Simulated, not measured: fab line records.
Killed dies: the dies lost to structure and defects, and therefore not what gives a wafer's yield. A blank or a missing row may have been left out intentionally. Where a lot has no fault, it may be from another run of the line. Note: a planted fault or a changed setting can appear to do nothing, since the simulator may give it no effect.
A lot that was struck, set against a sound lot	flow berkeley_cmos170	15 out of 331 route steps
Sound: wafers L668.2, L668.3, L668.6. Struck: wafers L674.2, L674.3, L674.5. The cause comes at the end.
Order at every step that has rows: each side's tool, ch and its chambers, its first start. Under that, the readings that differ: sound wafers	struck wafers	difference of the means	sigmas: that difference in standard deviations of wafers without a fault.
alike: words and numbers the same on both sides, and readings whose means are apart by under 2 such deviations; not compared: readings that were withheld, readings missing a value for some wafer, numbers with overlapping values and no deviation given by the record, and bounds like >300 which may hide the same value.
The two part at a step that has a row with sigmas, a row that says differs or no value, or rows on one side only. Numbers that don't overlap but have no deviation are shown without sigmas and don't part them. Lack of a reading on every wafer of one side parts them only where that side has two or more wafers.

first, 1 step without rows for these wafers: UCB170_NVT_IMPLANT_07.
UCB170_NVT_STRIP_08: strips in O2.
  sound on plasma_asher-02 ch 1, day 7 09:50; struck on plasma_asher-04 ch 0,1, day 9 00:44
  alike: drypump_motor_current_A, oes_product_au, overash_fraction, strip_time_to_endpoint_s
  not compared: rf_hours_counter_h
UCB170_NVT_TW_MEAS_09:
  sound on film_metro-02 at day 7 09:57; struck on film_metro-04 at day 9 00:51
  alike: NVT_TW
then, 7 steps without rows for these wafers: UCB170_NVT_CLEAN_10 (cleans in SPM, time 600 s); UCB170_PVT_HMDS_00 (prime time 60 s); UCB170_PVT_COAT_01 (resist thk 900 nm); UCB170_PVT_SOFTBAKE_02 (time 60 s); UCB170_PVT_EXPOSE_03 (exposes mask NWELL, target cd 3000 nm); UCB170_PVT_PEB_04; UCB170_PVT_DEVELOP_05 (develop time 45 s).
UCB170_PVT_OVL_MEAS_06:
  sound on overlay-01 at day 7 11:49; struck on overlay-02 at day 9 02:53
  alike: PVT_OVL
following that, these wafers have no rows for 1 step: UCB170_PVT_IMPLANT_07.
UCB170_PVT_STRIP_08: strips in O2.
  sound on plasma_asher-04 ch 0, day 7 11:59; struck on plasma_asher-04 ch 0,1, day 9 03:04
reading	sound	struck	difference	sigmas
oes_product_au (a.u.)	0.734 0.733 0.736	0.809 0.805 0.823	+0.078	+19
overash_fraction	0.5 0.5 0.5	0.3 0.3 0.3	-0.2	
  alike: drypump_motor_current_A, strip_time_to_endpoint_s
  not compared: rf_hours_counter_h
UCB170_PVT_TW_MEAS_09:
  sound on film_metro-03 at day 7 12:06; struck on film_metro-04 at day 9 03:10
  alike: PVT_TW
following that, these wafers have no rows for 1 step: UCB170_M3_PROBE_99.

WHERE THEY PART
Within this record, at UCB170_PVT_STRIP_08 only. Later steps at which nothing parts them and some readings are alike: UCB170_PVT_TW_MEAS_09.

WHY: what the simulator had put in
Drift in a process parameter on plasma_asher-04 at UCB170_PVT_STRIP_08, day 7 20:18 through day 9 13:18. A move of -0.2 in setting overash_fraction, from 0.5. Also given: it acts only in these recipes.
